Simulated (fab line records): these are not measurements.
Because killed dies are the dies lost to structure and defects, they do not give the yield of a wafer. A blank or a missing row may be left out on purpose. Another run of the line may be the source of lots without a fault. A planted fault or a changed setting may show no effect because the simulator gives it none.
Commonality check across tools	flow rit-cmos	14 lots, 42 wafers sampled

== REASON FOR OPENING ==
RIT_SDANNEAL_RS_MEAS_04, reading PSD_RS: flagged on 2 of 14 lots. Wafers without a fault read 115.55 ohm/sq, standard deviation 0.27.
Rule: a lot gets a flag if all its wafers with a number sit over 4 standard deviations from that mean, or if no wafer of it has a number. The other lots count as sound.

lot	measured	on	PSD_RS (ohm/sq), wafer by wafer	flag
L834	day 3 01:20	film-metro-03	115.61 115.74 115.66	
L835	day 3 07:20	film-metro-03	115.45 115.33 115.56	
L836	day 3 10:53	film-metro-01	116.06 115.57 115.67	
L837	day 3 18:05	film-metro-01	115.69 115.61 115.64	
L839	day 4 08:57	film-metro-01	115.38 115.47 115.64	
L841	day 4 17:14	film-metro-02	115.58 115.56 115.51	
L843	day 5 07:02	film-metro-01	115.90 115.67 115.67	
L844	day 5 09:50	film-metro-01	115.44 115.55 115.55	
L847	day 5 20:07	film-metro-03	93.51 93.36 93.66	FLAGGED
L849	day 6 05:22	film-metro-01	93.98 94.01 94.03	FLAGGED
L850	day 6 08:52	film-metro-01	115.26 115.29 115.18	
L852	day 6 20:51	film-metro-01	115.44 115.58 115.88	
L854	day 7 05:16	film-metro-02	115.05 115.87 115.47	
L856	day 7 17:28	film-metro-03	115.04 115.40 115.12	
On average the flagged lots' numbers are 93.76 ohm/sq, which is -21.79 ohm/sq against the usual, or -81 standard deviations.

== LOT BY LOT: THE TOOL USED ==
3 process steps preceding the reading are held in the record, out of 202 steps in the route. Each cell gives the tool, then ch followed by the chambers the sampled wafers passed through, then the start.
lot	flag	RIT_NWELL_STRIP_09	RIT_NRETRO_STRIP_09	RIT_SDANNEAL_RTA_03
L834		plasma-asher-04 ch 0,1, day 1 20:53	plasma-asher-01 ch 0,1, day 2 05:28	rtp-anneal-02 ch 0, day 3 01:15
L835		plasma-asher-02 ch 0,1, day 2 02:34	plasma-asher-03 ch 0,1, day 2 11:09	rtp-anneal-01 ch 0, day 3 07:16
L836		plasma-asher-04 ch 0,1, day 2 06:46	plasma-asher-02 ch 0,1, day 2 15:17	rtp-anneal-02 ch 0, day 3 10:49
L837		plasma-asher-02 ch 0,1, day 2 11:55	plasma-asher-02 ch 0,1, day 2 21:01	rtp-anneal-01 ch 0, day 3 18:01
L839		plasma-asher-02 ch 0, day 2 21:49	plasma-asher-03 ch 1, day 3 07:35	rtp-anneal-01 ch 0, day 4 08:50
L841		plasma-asher-02 ch 0,1, day 3 08:53	plasma-asher-03 ch 0,1, day 3 20:14	rtp-anneal-01 ch 0, day 4 17:07
L843		plasma-asher-03 ch 0,1, day 4 01:53	plasma-asher-03 ch 1, day 4 11:47	rtp-anneal-01 ch 0, day 5 06:58
L844		plasma-asher-04 ch 0,1, day 4 02:08	plasma-asher-01 ch 0,1, day 4 11:43	rtp-anneal-02 ch 0, day 5 09:47
L847	FLAGGED	plasma-asher-03 ch 0,1, day 4 15:15	plasma-asher-01 ch 0,1, day 4 23:56	rtp-anneal-01 ch 0, day 5 20:02
L849	FLAGGED	plasma-asher-03 ch 0,1, day 5 01:58	plasma-asher-02 ch 0,1, day 5 10:23	rtp-anneal-01 ch 0, day 6 05:19
L850		plasma-asher-03 ch 0,1, day 5 04:46	plasma-asher-02 ch 0,1, day 5 13:27	rtp-anneal-02 ch 0, day 6 08:47
L852		plasma-asher-02 ch 0,1, day 5 16:08	plasma-asher-03 ch 0,1, day 6 00:53	rtp-anneal-02 ch 0, day 6 20:47
L854		plasma-asher-04 ch 0,1, day 6 01:00	plasma-asher-02 ch 0,1, day 6 10:13	rtp-anneal-02 ch 0, day 7 05:12
L856		plasma-asher-03 ch 0,1, day 6 12:11	plasma-asher-01 ch 0,1, day 6 20:44	rtp-anneal-02 ch 0, day 7 17:23
What these steps do:
- RIT_NWELL_STRIP_09: strips in O2, time 180 s.
- RIT_NRETRO_STRIP_09: strips in O2, time 180 s.
- RIT_SDANNEAL_RTA_03: time 5 s.
- RIT_SDANNEAL_RS_MEAS_04: measures by four-point-probe.

== FLAGGED AGAINST TOTAL, ONE TOOL AT A TIME (gauges that did the reading follow at the end) ==
step	tool	lots run	flagged	share of the flagged lots	sound lots run after its first flagged lot
RIT_NWELL_STRIP_09	plasma-asher-02	5	0	none	-
RIT_NWELL_STRIP_09	plasma-asher-03	5	2	all	2 (L850,L856)
RIT_NWELL_STRIP_09	plasma-asher-04	4	0	none	-
RIT_NRETRO_STRIP_09	plasma-asher-01	4	1	some	1 (L856)
RIT_NRETRO_STRIP_09	plasma-asher-02	5	1	some	2 (L850,L854)
RIT_NRETRO_STRIP_09	plasma-asher-03	5	0	none	-
RIT_SDANNEAL_RTA_03	rtp-anneal-01	7	2	all	0
RIT_SDANNEAL_RTA_03	rtp-anneal-02	7	0	none	-
RIT_SDANNEAL_RS_MEAS_04	film-metro-01	8	1	some	2 (L850,L852)
RIT_SDANNEAL_RS_MEAS_04	film-metro-02	2	0	none	-
RIT_SDANNEAL_RS_MEAS_04	film-metro-03	4	1	some	1 (L856)

== WHAT IS ALLOWED BY THE TABLE ==
2 rows of the table ran every flagged lot: plasma-asher-03 at RIT_NWELL_STRIP_09, rtp-anneal-01 at RIT_SDANNEAL_RTA_03.
- plasma-asher-03 at RIT_NWELL_STRIP_09 ran 5 lots, 2 of them flagged. Sound lots followed the first flagged one (L850, L856) on it, something a lasting fault affecting the whole tool could not allow.
- rtp-anneal-01 at RIT_SDANNEAL_RTA_03 ran 7 lots, 2 of them flagged. Its last sound lot is L843 (day 5 06:58), its first flagged lot L847 (day 5 20:02): a fault that began between those two fits. Its own readings lie more than 4 standard deviations out on every wafer of the flagged lots: wafer_temp_C_max.
One tool is left: rtp-anneal-01 at RIT_SDANNEAL_RTA_03.

== WHAT WAS PUT IN BY THE SIMULATOR ==
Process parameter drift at RIT_SDANNEAL_RTA_03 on rtp-anneal-01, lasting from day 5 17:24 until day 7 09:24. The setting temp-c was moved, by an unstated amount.
Struck lots among those shown: L847, L849. Same finding as the rule above.
